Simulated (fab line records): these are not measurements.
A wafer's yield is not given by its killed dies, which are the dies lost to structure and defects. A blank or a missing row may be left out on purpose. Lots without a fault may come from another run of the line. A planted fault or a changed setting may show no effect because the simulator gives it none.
Comparing a struck lot with a sound one | flow berkeley cmos170 | 13 steps out of a route of 331
Sound: wafers L910.3, L910.5, L910.6. Struck: wafers L898.1, L898.2, L898.5. At the end, the cause is stated.
Order at every step that has rows: each side's tool, ch and its chambers, its first start. Under that, the readings that differ: sound wafers | struck wafers | difference of the means | sigmas: that difference in standard deviations of wafers without a fault.
alike: readings with means less than 2 such deviations apart, plus words and numbers identical on both sides. not compared: withheld readings, readings lacking a value on some wafer, bounds such as >300 that could conceal the same value, and numbers that have no deviation in the record and whose values overlap.
A row with sigmas, a row that says differs or no value, or rows on one side alone: a step with any of these is where the two part. Numbers that have no deviation but don't overlap get no sigmas and don't part them. A reading that every wafer of one side lacks parts them only if that side has two wafers or more.

UCB170_START_BOW_MEAS_00:
  struck on film metro-04, day 2 06:00; sound on film metro-04, day 4 18:04
  alike: INCOMING_BOW
then, 2 steps without rows for these wafers: UCB170_START_CLEAN_01 (cleans in dHF, time 60 s); UCB170_START_OXIDATION_02 (target thk 20 nm, ox time 1800 s).
UCB170_START_THK_MEAS_03:
  struck on film metro-03, day 2 10:34; sound on film metro-02, day 4 23:55
  alike: START_OXIDE_THK
then, 4 steps without rows for these wafers: UCB170_START_ANNEAL_04 (time 1200 s); UCB170_ZERO_HMDS_00 (prime time 60 s); UCB170_ZERO_COAT_01 (resist thk 900 nm); UCB170_ZERO_SOFTBAKE_02 (time 60 s).
UCB170_ZERO_EXPOSE_03: exposes mask PM MARKS, target cd 4000 nm.
  struck on krf scanner-01, day 2 14:13; sound on krf scanner-01 ch 0, day 5 04:14
  no value came back on the struck wafers for exposure dose mJ cm2, focus offset nm (nm), sigma outer; on the sound wafers exposure dose mJ cm2 reads 30.03 30.07 30.09
  alike: mask
then, 2 steps without rows for these wafers: UCB170_ZERO_PEB_04; UCB170_ZERO_DEVELOP_05 (develop time 45 s).
UCB170_ZERO_ETCH_06: etches SiO2 in CHF3/CF4/Ar, time 12 s.
  sound on rie diel-01 ch 0,1,3, day 5 04:35; struck on rie diel-04 ch 1,2,3, day 2 14:44
  reading               | sound             | struck            | difference | sigmas
  oes product au (a.u.) | 0.603 0.609 0.608 | 0.374 0.377 0.379 | -0.230     | -29
  alike: drypump motor current A, mfc ar sccm, rf fwd power W, throttle valve pct
  not compared: rf hours counter h
UCB170_ZERO_STRIP_07: strips in O2.
  sound on plasma asher-04 ch 0,1, day 5 04:38; struck on plasma asher-03 ch 0,1, day 2 14:45
  alike: drypump motor current A, o2 flow sccm, oes product au, strip time to endpoint s
  not compared: rf hours counter h

## WHERE THEY PART
At UCB170_ZERO_EXPOSE_03 first; at UCB170_ZERO_ETCH_06 last (within this record only). Later steps at which nothing parts them and some readings are alike: UCB170_ZERO_STRIP_07.

WHY: what the simulator had put in
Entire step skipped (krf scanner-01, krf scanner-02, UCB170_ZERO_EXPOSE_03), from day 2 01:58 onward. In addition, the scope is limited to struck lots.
